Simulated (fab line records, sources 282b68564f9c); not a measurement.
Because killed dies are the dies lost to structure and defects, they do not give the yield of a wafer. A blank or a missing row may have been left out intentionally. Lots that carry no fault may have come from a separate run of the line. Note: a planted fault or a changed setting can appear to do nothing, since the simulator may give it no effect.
Comparing a struck lot with a sound one	flow rit_cmos	44 out of 202 route steps
Sound: the wafers L292.2, L292.4, L292.5. Wafers L290.3, L290.5, L290.6 were the ones struck. The cause comes at the end.
Per side, at each step with rows, come the tool, then ch with its chambers, and then its first start. Under that, the readings that differ: sound wafers	struck wafers	difference of the means	sigmas: that difference in standard deviations of wafers without a fault.
alike: same words and numbers on both sides, and readings whose means sit less than 2 such deviations apart. not compared: any withheld reading, any reading some wafer has no value for, any bound like >300 that may hide the same value, and any number with overlapping values for which the record gives no deviation.
Wherever a step has rows on one side only, a row that says differs or no value, or a row with sigmas, the two part there. Non-overlapping numbers with no deviation appear without sigmas and do not part them. A reading that every wafer of one side lacks parts them only if that side has two wafers or more.

first, 1 step without rows for these wafers: RIT_ACTIVE_DEVELOP_10 (develop time 48.72 s).
RIT_ACTIVE_CD_MEAS_11 targets a cd of 1400 nm.
  struck on cd_sem-02, day 4 13:44; sound on cd_sem-02, day 5 00:04
  alike: cd_nm
then, 1 step without rows for these wafers: RIT_ACTIVE_HARDBAKE_12 (time 60 s).
RIT_ACTIVE_ETCH_13: etches Si3N4 in SF6, stops on SiO2, time 210 s, target depth 210 nm.
  sound on rie_diel-02 ch 0,1,2, day 5 00:19; struck on rie_diel-04 ch 0,1,2, day 4 13:58
  alike: SF6_flow_sccm, drypump_motor_current_A, oes_product_au, throttle_valve_pct
  not compared: rf_hours_counter_h
RIT_ACTIVE_STRIP_14: strips in O2, time 180 s.
  sound on plasma_asher-02 ch 0,1, day 5 00:27; struck on plasma_asher-04 ch 0,1, day 4 14:10
  alike: drypump_motor_current_A
  not compared: rf_hours_counter_h
RIT_ACTIVE_CD_MEAS_90 targets a cd of 1400 nm.
  struck on cd_sem-01, day 4 14:19; sound on cd_sem-02, day 5 00:38
  alike: cd_nm
then, 4 steps without rows for these wafers: RIT_ACTIVE_CLEAN_15 (cleans in SC1, time 600 s); RIT_ACTIVE_CLEAN_16 (cleans in dHF, time 30 s); RIT_ACTIVE_CLEAN_17 (cleans in SC2, time 600 s); RIT_FOX1_OXIDATION_00 (target thk 350.7 nm, ox time 1130 s).
RIT_FOX1_THK_MEAS_01:
  struck on film_metro-01, day 4 16:44; sound on film_metro-01, day 5 02:26
  alike: FOX1_OXIDE_THK
then, 1 step without rows for these wafers: RIT_FOX1_WET_ETCH_02 (etches SiO2 in BOE, target depth 350 nm, time 390 s).
RIT_FOX2_OXIDATION_00: target thk 350.7 nm, ox time 1130 s.
  sound on furnace-02 ch 0, day 5 03:03; struck on furnace-01 ch 0, day 4 21:53
RIT_FOX2_THK_MEAS_01:
  struck on film_metro-03, day 4 23:19; sound on film_metro-01, day 5 04:22
reading	sound	struck	difference	sigmas
FOX2_OXIDE_THK (nm)	359 361 358	555 540 551	+189	+29
RIT_FOX2_CLEAN_02: cleans in dHF, time 180 s.
  sound on wet_bench-02 ch 1, day 5 04:25; struck on wet_bench-02 ch 0, day 4 23:22
reading	sound	struck	difference	sigmas
model.SiO2_of_FOX2_OXIDATION_00.thk_nm (nm)	342.4 345 341.8	539 523.2 534.3	+189	
model.Si3N4_of_ACTIVE_CVD_03.thk_nm (nm)	132.4 133 134.3	127.6 128.4 127	-5.6	
RIT_FOX2_WET_ETCH_03: etches Si3N4 in H3PO4, target depth 195 nm, time 2624 s.
  sound on wet_bench-01 ch 0, day 5 04:29; struck on wet_bench-02 ch 2, day 4 23:25
reading	sound	struck	difference	sigmas
model.SiO2_of_FOX2_OXIDATION_00.thk_nm (nm)	332.2 334.7 331.5	528.8 513 524	+189.1	
RIT_FOX2_THK_MEAS_90:
  struck on film_metro-03, day 5 00:12; sound on film_metro-03, day 5 05:15
reading	sound	struck	difference	sigmas
FIELD_OXIDE_LEFT_1_THK (nm)	332 335 331	529 513 524	+189	+29
then, 6 steps without rows for these wafers: RIT_NWELL_HMDS_00 (prime time 60 s); RIT_NWELL_COAT_01 (resist thk 1300 nm); RIT_NWELL_SOFTBAKE_02 (time 60 s); RIT_NWELL_EXPOSE_03 (exposes mask M2, target cd 43900 nm); RIT_NWELL_PEB_04; RIT_NWELL_DEVELOP_05 (develop time 68 s).
RIT_NWELL_OVL_MEAS_06:
  struck on overlay-02, day 5 01:23; sound on overlay-02, day 5 06:19
  alike: NWELL_OVL
then, 2 steps without rows for these wafers: RIT_NWELL_HARDBAKE_07 (time 120 s); RIT_NWELL_IMPLANT_08.
RIT_NWELL_STRIP_09: strips in O2, time 180 s.
  sound on plasma_asher-03 ch 0, day 5 06:49; struck on plasma_asher-04 ch 0,1, day 5 02:01
  alike: drypump_motor_current_A
  not compared: rf_hours_counter_h
RIT_NWELL_TW_MEAS_10:
  struck on film_metro-01, day 5 02:09; sound on film_metro-01, day 5 06:59
  alike: NWELL_TW
then, 6 steps without rows for these wafers: RIT_PWELL_HMDS_00 (prime time 60 s); RIT_PWELL_COAT_01 (resist thk 1300 nm); RIT_PWELL_SOFTBAKE_02 (time 60 s); RIT_PWELL_EXPOSE_03 (exposes mask M3, target cd 43700 nm); RIT_PWELL_PEB_04; RIT_PWELL_DEVELOP_05 (develop time 65.95 s).
RIT_PWELL_OVL_MEAS_06:
  struck on overlay-02, day 5 03:13; sound on overlay-01, day 5 07:56
  alike: PWELL_OVL
then, 2 steps without rows for these wafers: RIT_PWELL_HARDBAKE_07 (time 120 s); RIT_PWELL_IMPLANT_08.
RIT_PWELL_STRIP_09: strips in O2, time 180 s.
  sound on plasma_asher-03 ch 0,1, day 5 08:22; struck on plasma_asher-03 ch 0,1, day 5 03:46
  alike: drypump_motor_current_A
  not compared: rf_hours_counter_h
RIT_PWELL_TW_MEAS_10:
  struck on film_metro-03, day 5 03:54; sound on film_metro-03, day 5 08:32
  alike: PWELL_TW
then, 1 step without rows for these wafers: RIT_WELLDRIVE_ANNEAL_00 (time 14700 s).
RIT_WELLDRIVE_RS_MEAS_01: the measuring method here is four-point-probe.
  struck on film_metro-03, day 5 10:25; sound on film_metro-01, day 5 13:42
  alike: NWELL_RS
RIT_WELLDRIVE_RS_MEAS_02: the measuring method here is four-point-probe.
  struck on film_metro-03, day 5 10:32; sound on film_metro-01, day 5 13:49
  alike: PWELL_RS
RIT_FOX2_THK_MEAS_91:
  struck on film_metro-01, day 5 15:16; sound on film_metro-01, day 5 17:55
reading	sound	struck	difference	sigmas
FIELD_OXIDE_LEFT_2_THK (nm)	263 265 262	461 445 456	+191	+30
RIT_M1_PROBE_99:
  struck on prober-02, day 6 20:53; sound on prober-02, day 6 18:28
  alike: killed_at_M0_to_M3, killed_at_contacts, killed_at_front_end, killed_dies, killed_on_rim, killed_open, killed_short

== WHERE THEY PART ==
Earliest at RIT_FOX2_THK_MEAS_01; latest, in this record, at RIT_FOX2_THK_MEAS_91. Later steps at which nothing parts them and some readings are alike: RIT_M1_PROBE_99.

WHY: the cause the simulator had injected
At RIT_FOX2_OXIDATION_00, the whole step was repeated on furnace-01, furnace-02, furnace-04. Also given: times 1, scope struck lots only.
